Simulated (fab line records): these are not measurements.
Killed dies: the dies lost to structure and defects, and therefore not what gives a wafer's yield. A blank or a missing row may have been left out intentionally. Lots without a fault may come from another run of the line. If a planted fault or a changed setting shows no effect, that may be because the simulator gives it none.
fab line records -- flow rit_cmos -- part 2 of 2: steps 39 to 50 of 50
record: lots: 5, wafers: 15, last_day: 6
route steps=202 shown NLDD@109 PLDD@114 SPACER@125 NSD@131 PSD@142 SDANNEAL@153
lots that met no fault: from a run of the same line without faults
start_h: the number of hours between the record's first day and the start of the first shown wafer of the lot -- wait_h: time in hours since the lot's previous step -- " identical to the entry in the row above -- L1.1+2: one row covering several wafers at once -- - no value present, or no start provided -- * or withheld: withheld -- < > ~ a bound
route shown NAME@n: a module of which the file shows steps, and the number in the route of the first -- usual: mean/standard deviation taken from wafers without a fault -- same: alike in all rows -- chamber/n: place in a boat -- sites: each site's reading -- _std_site: the values' standard deviation -- _edge_site: outer sites' mean less inner sites' -- radius_mm: how far each site lies from the wafer's centre -- mask NAME#n: copy n -- behind: the tool/chamber that last shaped the wafer -- hold: cause of the lot's hold/its duration in hours/its outcome -- device: transistor that didn't switch, given as n, p or np -- end of line: the same wafers' tests at the end of the route -- a step without rows: its recipe alone -- killed: dies that structure and defects cost at the first sort, which is not the same as the wafer's yield -- map: dies across one wafer; x = killed, . = not, _ = none there
set.NAME: the setting the step ran with; set.NAME@STEP: the setting that earlier step ran with -- model.NAME: the simulator's own value behind a step, which no gauge read
certain route steps with their lots: each step a table, each wafer a row
services: from which hour (start_h, from the record's first day; less than 0 if before it) a tool's chamber was out of use, for how many hours, and why
== steps ==
step: RIT_PSD_DEVELOP_05
recipe: resist: NOVOLAK, develop_time_s: 50, dev_temp_c: 23
lot.wafer,tool,chamber,start_h,wait_h
L074.2+4+6,litho_track-04,0,-,-
L082.2+3+6,litho_track-04,0,-,-
L084.1+3+5,litho_track-04,0,-,-
L086.1+3+4,litho_track-03,0,-,-
L093.2+4+5,litho_track-04,0,-,-
step: RIT_PSD_OVL_MEAS_06
usual: PSD_OVL: -0.2/1.4
lot.wafer,tool,chamber,start_h,wait_h,PSD_OVL[nm]
L074.2,overlay-02,-,52.28,-,-2.0
L074.4,overlay-02,-,52.28,-,0.6
L074.6,overlay-02,-,52.28,-,-0.2
L082.2,overlay-02,-,90.69,-,0.7
L082.3,overlay-02,-,90.69,-,1.5
L082.6,overlay-02,-,90.69,-,3.3
L084.1,overlay-01,-,97.95,-,0.2
L084.3,overlay-01,-,97.95,-,-0.4
L084.5,overlay-01,-,97.95,-,0.6
L086.1,overlay-02,-,111.45,-,1.8
L086.3,overlay-02,-,111.45,-,0.4
L086.4,overlay-02,-,111.45,-,0.8
L093.2,overlay-01,-,145.55,-,0.2
L093.4,overlay-01,-,145.55,-,-0.1
L093.5,overlay-01,-,145.55,-,1.7
step: RIT_PSD_HARDBAKE_07
recipe: resist: NOVOLAK, temp_c: 140, time_s: 60
lot.wafer,tool,chamber,start_h,wait_h
L074.2+4+6,litho_track-04,0,52.33,0.0
L082.2+3+6,litho_track-04,0,90.74,0.0
L084.1+3+5,litho_track-02,0,97.98,0.0
L086.1+3+4,litho_track-04,0,111.49,0.0
L093.2+4+5,litho_track-02,0,145.66,0.1
step: RIT_PSD_IMPLANT_08
recipe: species: BF2, energy_kev: 27, dose_cm2: 5e+15, tilt_deg: 7
lot.wafer,tool,chamber,start_h,wait_h
L074.2+4+6,implanter-02,0,52.48,0.1
L082.2+3+6,implanter-03,0,90.89,0.1
L084.1+3+5,implanter-02,0,98.13,0.1
L086.1+3+4,implanter-01,0,111.64,0.1
L093.2+4+5,implanter-02,0,145.81,0.1
step: RIT_PSD_STRIP_09
recipe: chemistry: O2, time_s: 180, resist: NOVOLAK, platen_temp_c: withheld, power_w: 500, pressure_mtorr: 4000, o2_flow_sccm: 4000
usual: chamber_pressure_mTorr: 4000/3.4, drypump_motor_current_A: 5.4/0.44
lot.wafer,tool,chamber,start_h,wait_h,chamber_pressure_mTorr,drypump_motor_current_A,rf_hours_counter_h
L074.2,plasma_asher-02,1,52.61,0.1,3999,5.7,41
L074.4,plasma_asher-02,1,52.61,0.1,3996,5.7,-
L074.6,plasma_asher-02,0,52.61,0.1,4003,5.3,-
L082.2,plasma_asher-01,0,91.02,0.1,3995,4.8,29
L082.3,plasma_asher-01,0,91.02,0.1,4005,4.8,-
L082.6,plasma_asher-01,1,91.02,0.1,3998,5.9,-
L084.1,plasma_asher-03,1,98.28,0.1,3999,5.8,47
L084.3,plasma_asher-03,0,98.28,0.1,4000,4.8,-
L084.5,plasma_asher-03,0,98.28,0.1,4002,4.8,-
L086.1,plasma_asher-01,0,111.79,0.1,4004,4.8,31
L086.3,plasma_asher-01,0,111.79,0.1,4001,4.8,-
L086.4,plasma_asher-01,1,111.79,0.1,3995,5.8,-
L093.2,plasma_asher-03,0,145.94,0.1,4000,4.8,52
L093.4,plasma_asher-03,0,145.94,0.1,3999,4.8,-
L093.5,plasma_asher-03,1,145.94,0.1,4001,5.7,-
step: RIT_PSD_TW_MEAS_10
usual: PSD_TW: 3397/28
lot.wafer,tool,chamber,start_h,wait_h,PSD_TW
L074.2,film_metro-02,-,52.79,0.1,3375
L074.4,film_metro-02,-,52.79,0.1,3376
L074.6,film_metro-02,-,52.79,0.1,3381
L082.2,film_metro-02,-,91.20,0.1,3383
L082.3,film_metro-02,-,91.20,0.1,3378
L082.6,film_metro-02,-,91.20,0.1,3384
L084.1,film_metro-01,-,98.46,0.1,3460
L084.3,film_metro-01,-,98.46,0.1,3452
L084.5,film_metro-01,-,98.46,0.1,3464
L086.1,film_metro-03,-,111.97,0.1,3374
L086.3,film_metro-03,-,111.97,0.1,3372
L086.4,film_metro-03,-,111.97,0.1,3384
L093.2,film_metro-02,-,146.12,0.1,3388
L093.4,film_metro-02,-,146.12,0.1,3378
L093.5,film_metro-02,-,146.12,0.1,3396
step: RIT_SDANNEAL_CLEAN_00
recipe: chemistry: SC1, mix: 3:3:50, time_s: 572.4, temp_c: 75
lot.wafer,tool,chamber,start_h,wait_h
L074.2+4+6,wet_bench-02,3,52.84,0.0
L082.2+3+6,wet_bench-03,3,91.25,0.0
L084.1+3+5,wet_bench-03,0,98.52,0.1
L086.1+3+4,wet_bench-01,0,112.03,0.1
L093.2+4+5,wet_bench-02,0,146.17,0.0
step: RIT_SDANNEAL_CLEAN_01
recipe: chemistry: dHF, dilution: 50:1, time_s: 30
lot.wafer,tool,chamber,start_h,wait_h
L074.2+4+6,wet_bench-01,1,53.02,0.0
L082.2+3+6,wet_bench-02,3,91.43,0.0
L084.1+3+5,wet_bench-02,1,98.69,0.0
L086.1+3+4,wet_bench-02,3,112.22,0.0
L093.2+4+5,wet_bench-03,2,146.38,0.0
step: RIT_SDANNEAL_CLEAN_02
recipe: chemistry: SC2, mix: 3:3:50, time_s: 600, temp_c: 75, dry: n2_spin
lot.wafer,tool,chamber,start_h,wait_h
L074.2+4+6,wet_bench-02,3,53.03,0.0
L082.2+3+6,wet_bench-01,1,91.46,0.0
L084.1+3+5,wet_bench-03,2,98.73,0.0
L086.1+3+4,wet_bench-03,1,112.23,0.0
L093.2+4+5,wet_bench-01,1,146.40,0.0
step: RIT_SDANNEAL_RTA_03
recipe: temp_c: 1050, time_s: 5, idle_temp_c: 600, ramp_up_c_per_s: 342, ramp_down_c_per_s: 171, cool_to_c: 600, ambient: N2
usual: anneal_temp_c_max: 1054.8/1.2, wafer_temp_C_max: 1053.6/1.3
lot.wafer,tool,chamber,start_h,wait_h,anneal_temp_c_max,wafer_temp_C_max
L074.2,rtp_anneal-01,0,53.22,0.0,1053.2,1054.9
L074.4,rtp_anneal-01,0,53.22,0.0,1054.0,1051.9
L074.6,rtp_anneal-01,0,53.22,0.0,1054.2,1054.3
L082.2,rtp_anneal-01,0,91.66,0.0,1054.8,1055.6
L082.3,rtp_anneal-01,0,91.66,0.0,1053.1,1053.8
L082.6,rtp_anneal-01,0,91.66,0.0,1053.8,1052.8
L084.1,rtp_anneal-01,0,98.90,0.0,1053.3,1053.0
L084.3,rtp_anneal-01,0,98.90,0.0,1052.4,1053.0
L084.5,rtp_anneal-01,0,98.90,0.0,1055.3,1052.8
L086.1,rtp_anneal-01,0,112.42,0.0,1054.8,1054.7
L086.3,rtp_anneal-01,0,112.42,0.0,1053.4,1056.0
L086.4,rtp_anneal-01,0,112.42,0.0,1053.5,1053.8
L093.2,rtp_anneal-02,0,146.60,0.0,1055.9,1050.9
L093.4,rtp_anneal-02,0,146.60,0.0,1055.3,1054.8
L093.5,rtp_anneal-02,0,146.60,0.0,1054.9,1053.6
step: RIT_SDANNEAL_RS_MEAS_04
recipe: thk_meas_gauge: four-point-probe
usual: PSD_RS: 115.93/0.25
lot.wafer,tool,chamber,start_h,wait_h,PSD_RS[ohm/sq]
L074.2,film_metro-01,-,53.29,0.1,115.73
L074.4,film_metro-01,-,53.29,0.1,115.55
L074.6,film_metro-01,-,53.29,0.1,115.31
L082.2,film_metro-02,-,91.73,0.1,116.10
L082.3,film_metro-02,-,91.73,0.1,116.01
L082.6,film_metro-02,-,91.73,0.1,116.07
L084.1,film_metro-02,-,98.96,0.0,116.18
L084.3,film_metro-02,-,98.96,0.0,115.72
L084.5,film_metro-02,-,98.96,0.0,116.03
L086.1,film_metro-02,-,112.48,0.0,115.97
L086.3,film_metro-02,-,112.48,0.0,115.50
L086.4,film_metro-02,-,112.48,0.0,115.94
L093.2,film_metro-01,-,146.67,0.1,115.90
L093.4,film_metro-01,-,146.67,0.1,115.73
L093.5,film_metro-01,-,146.67,0.1,115.94
step: RIT_SDANNEAL_RS_MEAS_05
recipe: thk_meas_gauge: four-point-probe
usual: NSD_RS: 84.57/0.22
lot.wafer,tool,chamber,start_h,wait_h,NSD_RS[ohm/sq]
L074.2,film_metro-01,-,53.41,0.1,84.61
L074.4,film_metro-01,-,53.41,0.1,84.35
L074.6,film_metro-01,-,53.41,0.1,84.51
L082.2,film_metro-02,-,91.85,0.1,84.67
L082.3,film_metro-02,-,91.85,0.1,84.53
L082.6,film_metro-02,-,91.85,0.1,84.33
L084.1,film_metro-02,-,99.08,0.1,84.75
L084.3,film_metro-02,-,99.08,0.1,84.46
L084.5,film_metro-02,-,99.08,0.1,84.45
L086.1,film_metro-02,-,112.60,0.1,84.57
L086.3,film_metro-02,-,112.60,0.1,84.61
L086.4,film_metro-02,-,112.60,0.1,84.41
L093.2,film_metro-01,-,146.79,0.1,84.57
L093.4,film_metro-01,-,146.79,0.1,84.91
L093.5,film_metro-01,-,146.79,0.1,84.87
== services ==
tool,chamber,start_h,hours,kind
rie_diel-03,-,25.17,2.8,pm
implanter-04,-,26.49,6.9,pm
lpcvd-01,-,30.11,6.0,pm
implanter-04,-,37.59,0.6,repair
plasma_asher-04,-,54.47,2.2,repair
wet_bench-03,-,56.80,3.3,repair
rie_diel-03,0,64.49,8.8,repair
plasma_asher-01,-,70.32,15.6,pm
rie_diel-03,1,70.39,5.8,repair
iline_stepper-01,-,92.55,2.1,pm
iline_stepper-01,-,95.12,1.7,pm
rie_diel-03,3,98.50,4.9,repair
lpcvd-02,-,99.30,6.0,pm
rie_diel-01,-,103.56,0.9,repair
plasma_asher-04,-,108.75,9.0,pm
rie_diel-04,3,112.37,7.4,repair
wet_bench-04,-,114.28,4.6,repair
implanter-03,-,115.19,9.1,pm
implanter-04,-,118.21,3.3,pm
plasma_asher-02,-,122.05,2.1,repair
implanter-04,-,123.72,1.7,repair
implanter-03,-,131.97,2.2,repair
implanter-03,-,134.20,3.1,pm
iline_stepper-02,-,134.84,8.9,pm
